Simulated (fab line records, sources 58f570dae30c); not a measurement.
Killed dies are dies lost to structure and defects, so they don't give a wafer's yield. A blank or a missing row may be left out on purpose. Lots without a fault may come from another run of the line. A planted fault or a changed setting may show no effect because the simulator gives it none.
Which tool did it? | flow berkeley_cmos170 | 14 lots, 42 wafers sampled, at 3 steps of a route of 331

WHAT THE GAUGES READ, wafer by wafer
UCB170_NLDD_TW_MEAS_11. Usual: NLDD_TW 2229, standard deviation 8.7.
lot  | measured     | on            | NLDD_TW        | flag
L955 | day 7 18:35  | film_metro-03 | 2228 2236 2229 |
L956 | day 7 19:07  | film_metro-03 | 2228 2229 2230 |
L959 | day 8 18:10  | film_metro-03 | 2222 2224 2229 |
L958 | day 8 18:24  | film_metro-04 | 2231 2231 2231 |
L960 | day 9 08:38  | film_metro-01 | 2222 2230 2227 |
L961 | day 9 08:52  | film_metro-01 | 2230 2221 2224 |
L963 | day 9 20:25  | film_metro-03 | 2227 2232 2227 |
L966 | day 10 20:56 | film_metro-04 | 2125 2124 2121 | OFF
L971 | day 11 17:13 | film_metro-01 | 2243 2233 2246 |
L969 | day 11 17:27 | film_metro-03 | 2142 2128 2130 | OFF
L972 | day 12 05:48 | film_metro-04 | 2229 2249 2241 |
L974 | day 12 10:40 | film_metro-04 | 2238 2242 2234 |
L977 | day 12 21:17 | film_metro-01 | 2226 2218 2213 |
L976 | day 12 21:26 | film_metro-03 | 2227 2218 2222 |

UCB170_SDANNEAL_RS_MEAS_05: measures by four-point-probe. Usual: NLDD_RS 616.1 ohm/sq, standard deviation 1.4.
lot  | measured     | on            | NLDD_RS (ohm/sq)  | flag
L955 | day 8 06:56  | film_metro-03 | 615.4 616.1 616.2 |
L956 | day 8 07:09  | film_metro-01 | 616.2 616.1 615.9 |
L959 | day 9 08:26  | film_metro-04 | 614.8 615.0 615.5 |
L958 | day 9 08:37  | film_metro-03 | 615.1 616.5 616.6 |
L960 | day 10 00:53 | film_metro-03 | 619.3 617.8 617.5 |
L961 | day 10 01:00 | film_metro-04 | 614.3 614.9 614.5 |
L963 | day 10 15:52 | film_metro-01 | 617.2 618.6 618.4 |
L966 | day 11 13:47 | film_metro-04 | 696.3 694.9 695.6 | OFF
L971 | day 12 05:04 | film_metro-03 | 614.7 615.6 615.4 |
L969 | day 12 04:22 | film_metro-03 | 694.2 695.4 694.8 | OFF
L972 | day 12 16:31 | film_metro-01 | 616.2 615.5 616.5 |
L974 | day 12 23:34 | film_metro-01 | 616.9 617.2 618.1 |
L977 | day 13 09:16 | film_metro-03 | 618.1 617.1 616.8 |
L976 | day 13 09:32 | film_metro-01 | 614.9 615.9 614.4 |

WHICH TOOL RAN EACH LOT (tool, then ch and the chambers of the sampled wafers, then the start)
lot  | UCB170_NLDD_IMPLANT_09
L955 | implanter-04 ch 0, day 7 18:20
L956 | implanter-01 ch 0, day 7 18:52
L959 | implanter-04 ch 0, day 8 17:56
L958 | implanter-01 ch 0, day 8 18:10
L960 | implanter-01 ch 0, day 9 08:23
L961 | implanter-04 ch 0, day 9 08:37
L963 | implanter-01 ch 0, day 9 20:10
L966 | implanter-01 ch 0, day 10 20:41
L971 | implanter-04 ch 0, day 11 16:58
L969 | implanter-01 ch 0, day 11 17:12
L972 | implanter-03 ch 0, day 12 05:34
L974 | implanter-04 ch 0, day 12 10:25
L977 | implanter-04 ch 0, day 12 21:05
L976 | implanter-03 ch 0, day 12 21:11
- UCB170_NLDD_IMPLANT_09

WHAT THE TOOLS THEMSELVES READ (means of the sampled wafers that have a number; where no wafer has one, the mark that the record gives instead)
UCB170_NLDD_IMPLANT_09. Usual: dose_ions_cm2 5e+13, standard deviation 5.5e+10; faraday_current_uA 158.8, standard deviation 3.
lot  | tool         | dose_ions_cm2 | faraday_current_uA | flag
L955 | implanter-04 | 5e+13         | 160.3              |
L956 | implanter-01 | 5e+13         | 160.3              |
L959 | implanter-04 | 5e+13         | 160.5              |
L958 | implanter-01 | 5e+13         | 159.2              |
L960 | implanter-01 | 5e+13         | 158.0              |
L961 | implanter-04 | 5e+13         | 159.2              |
L963 | implanter-01 | 5e+13         | 159.6              |
L966 | implanter-01 | 3e+13         | 108.3              | OFF
L971 | implanter-04 | 5e+13         | 159.2              |
L969 | implanter-01 | 3e+13         | 104.8              | OFF
L972 | implanter-03 | 5e+13         | 156.2              |
L974 | implanter-04 | 5e+13         | 158.3              |
L977 | implanter-04 | 5e+13         | 155.2              |
L976 | implanter-03 | 5e+13         | 162.6              |

THE ANSWER, worked out from the rows above alone
Rule: a lot is off if the mean of its wafers that have a number lies more than 3 standard deviations from the usual mean. A lot without any number at a reading at which 4 lots or more have one is off too. The other lots that the step has rows for count as sound. The gauges are gone through in route order, then the tools' own readings, and for those a lot's mean is taken as printed above. The first step at which some lot is off is used, and at that step the reading that is off furthest; a lot without a number counts as furthest.
Off: L966, L969, at UCB170_NLDD_TW_MEAS_11 (NLDD_TW).
A tool fits if, at a process step before that reading, it ran every lot that is off, and no sound lot after the first of them. The gauges at UCB170_NLDD_TW_MEAS_11 aren't tried: what is off there is off at UCB170_NLDD_IMPLANT_09 too, on other tools, and a gauge's error can't cause that. One fits: implanter-01 at UCB170_NLDD_IMPLANT_09. Its last sound lot is L963 (day 9 20:10), its first lot that is off L966 (day 10 20:41): a fault that began between those two fits.
The tool's own readings at UCB170_NLDD_IMPLANT_09 bear it out: on the lots that are off they differ by more than 5 times the standard deviation of the sound lots' means. dose_ions_cm2 reads 3e+13 there against 5e+13 on the sound lots; faraday_current_uA reads 106.5 there against 159.1 on the sound lots.

WHAT THE SIMULATOR HAD PUT IN
Process parameter drift: implanter-01, from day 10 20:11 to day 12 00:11, at UCB170_NLDD_IMPLANT_09. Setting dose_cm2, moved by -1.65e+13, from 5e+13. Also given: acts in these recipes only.
Lots struck among those shown: L966, L969. The rule above found the same.
